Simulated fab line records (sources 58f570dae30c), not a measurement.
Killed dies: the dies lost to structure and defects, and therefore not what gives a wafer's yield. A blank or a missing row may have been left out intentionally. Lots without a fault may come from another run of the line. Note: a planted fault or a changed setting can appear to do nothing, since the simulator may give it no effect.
Which tool was responsible? | flow berkeley cmos170 | Sampling: 14 lots, 42 wafers, 3 of 331 route steps

== WHAT EACH GAUGE READ, for each wafer ==
UCB170_M1_THK_MEAS_02: measures by xrf. Usual: M1_AL_THK gives 593 nm (standard deviation 7).
lot  | measured     | on            | M1_AL_THK (nm) | flag
L242 | day 8 10:24  | film metro-03 | 595 592 597    |
L243 | day 8 20:07  | film metro-04 | 578 588 599    |
L246 | day 9 00:57  | film metro-03 | 590 591 595    |
L244 | day 9 02:43  | film metro-03 | 603 613 600    |
L250 | day 9 10:46  | film metro-02 | 591 593 597    |
L247 | day 9 10:57  | film metro-04 | 600 593 606    |
L248 | day 9 12:48  | film metro-02 | 605 606 607    |
L249 | day 9 13:02  | film metro-03 | 583 596 598    |
L253 | day 10 09:59 | film metro-03 | 599 597 593    |
L252 | day 10 10:41 | film metro-02 | 586 583 590    |
L256 | day 11 01:31 | film metro-02 | 591 598 592    |
L261 | day 12 01:57 | film metro-04 | 586 597 594    |
L263 | day 12 21:31 | film metro-04 | 591 596 598    |
L264 | day 12 21:48 | film metro-03 | 601 587 601    |

UCB170_V1_THK_MEAS_04. Usual: V1_POLISHED_THK gives 1000.1 nm (standard deviation 1.3).
lot  | measured     | on            | V1_POLISHED_THK (nm) | flag
L242 | day 8 15:10  | film metro-01 | 1000.2 999.9 1000.4  |
L243 | day 8 23:43  | film metro-01 | 998.8 1001.0 1002.3  |
L246 | day 9 04:58  | film metro-03 | 1001.3 1000.4 1000.0 |
L244 | day 9 06:16  | film metro-01 | 1001.2 1000.9 999.5  |
L250 | day 9 14:20  | film metro-01 | 1001.4 1001.0 998.0  |
L247 | day 9 15:39  | film metro-02 | 1000.2 1000.6 1000.4 |
L248 | day 9 17:00  | film metro-03 | 1002.9 998.0 999.1   |
L249 | day 9 16:59  | film metro-01 | 999.6 1002.1 998.9   |
L253 | day 10 13:26 | film metro-03 | 997.3 1001.2 997.6   |
L252 | day 10 14:45 | film metro-03 | 1001.3 1001.3 997.9  |
L256 | day 11 05:22 | film metro-03 | 1001.3 1000.1 997.4  |
L261 | day 12 06:23 | film metro-03 | 1001.3 1000.9 1000.9 |
L263 | day 13 01:39 | film metro-01 | 1001.6 998.6 1001.3  |
L264 | day 13 02:59 | film metro-01 | 999.1 1000.1 998.5   |

== EACH LOT AND THE TOOL THAT RAN IT (in order: tool; ch and the chambers of the sampled wafers; start) ==
lot  | UCB170_M1_STRIP_13
L242 | plasma asher-01 ch 0,1, day 8 12:14
L243 | plasma asher-01 ch 0,1, day 8 21:31
L246 | plasma asher-01 ch 0,1, day 9 02:47
L244 | plasma asher-03 ch 0,1, day 9 03:57
L250 | plasma asher-03 ch 0,1, day 9 12:07
L247 | plasma asher-02 ch 0,1, day 9 12:22
L248 | plasma asher-03 ch 0,1, day 9 14:07
L249 | plasma asher-02 ch 0,1, day 9 14:24
L253 | plasma asher-01 ch 0,1, day 10 11:16
L252 | plasma asher-01 ch 0,1, day 10 12:12
L256 | plasma asher-02 ch 0,1, day 11 03:10
L261 | plasma asher-03 ch 0,1, day 12 03:43
L263 | plasma asher-03 ch 0,1, day 12 23:28
L264 | plasma asher-02 ch 0,1, day 12 23:43
- UCB170_M1_STRIP_13: strips in O2.

== WHAT THE TOOLS THEMSELVES READ (means of the sampled wafers that have a number; where no wafer has one, the mark that the record gives instead) ==
UCB170_M1_STRIP_13. Usual: chamber pressure mTorr 3500 mTorr, standard deviation 3.2; drypump motor current A 5.62 A, standard deviation 0.26; oes product au 0.721 a.u., standard deviation 0.0042.
lot  | tool            | chamber pressure mTorr (mTorr) | drypump motor current A (A) | oes product au (a.u.) | flag
L242 | plasma asher-01 | 3498                           | 5.34                        | 0.720                 |
L243 | plasma asher-01 | 3502                           | 5.33                        | 0.720                 |
L246 | plasma asher-01 | 3500                           | 5.33                        | 0.716                 |
L244 | plasma asher-03 | 3499                           | 5.94                        | 0.723                 |
L250 | plasma asher-03 | 3503                           | 5.95                        | 0.723                 |
L247 | plasma asher-02 | 3501                           | 5.58                        | 0.725                 |
L248 | plasma asher-03 | 3499                           | 6.00                        | 0.717                 |
L249 | plasma asher-02 | 3499                           | 5.56                        | 0.720                 |
L253 | plasma asher-01 | 3499                           | 5.34                        | 0.723                 |
L252 | plasma asher-01 | 3499                           | 5.33                        | 0.719                 |
L256 | plasma asher-02 | 3500                           | 5.56                        | 0.718                 |
L261 | plasma asher-03 | 3500                           | 5.95                        | 0.721                 |
L263 | plasma asher-03 | 3498                           | 5.96                        | 0.725                 |
L264 | plasma asher-02 | 3498                           | 5.59                        | 0.721                 |

== THE ANSWER, worked out from the rows above alone ==
Rule: a lot counts as off when the mean over its wafers that have a number is more than 3 standard deviations away from the usual mean. A lot without any number at a reading at which 4 lots or more have one is off too. All remaining lots with rows at the step are treated as sound. Order of review: gauges by route order, followed by the tools' own readings, for which a lot's mean as printed above is used. The first step at which some lot is off is used, and at that step the reading that is off furthest; a lot without a number counts as furthest.
None of the lots is off at any reading shown; this tells nothing.

== WHAT THE SIMULATOR PUT IN ==
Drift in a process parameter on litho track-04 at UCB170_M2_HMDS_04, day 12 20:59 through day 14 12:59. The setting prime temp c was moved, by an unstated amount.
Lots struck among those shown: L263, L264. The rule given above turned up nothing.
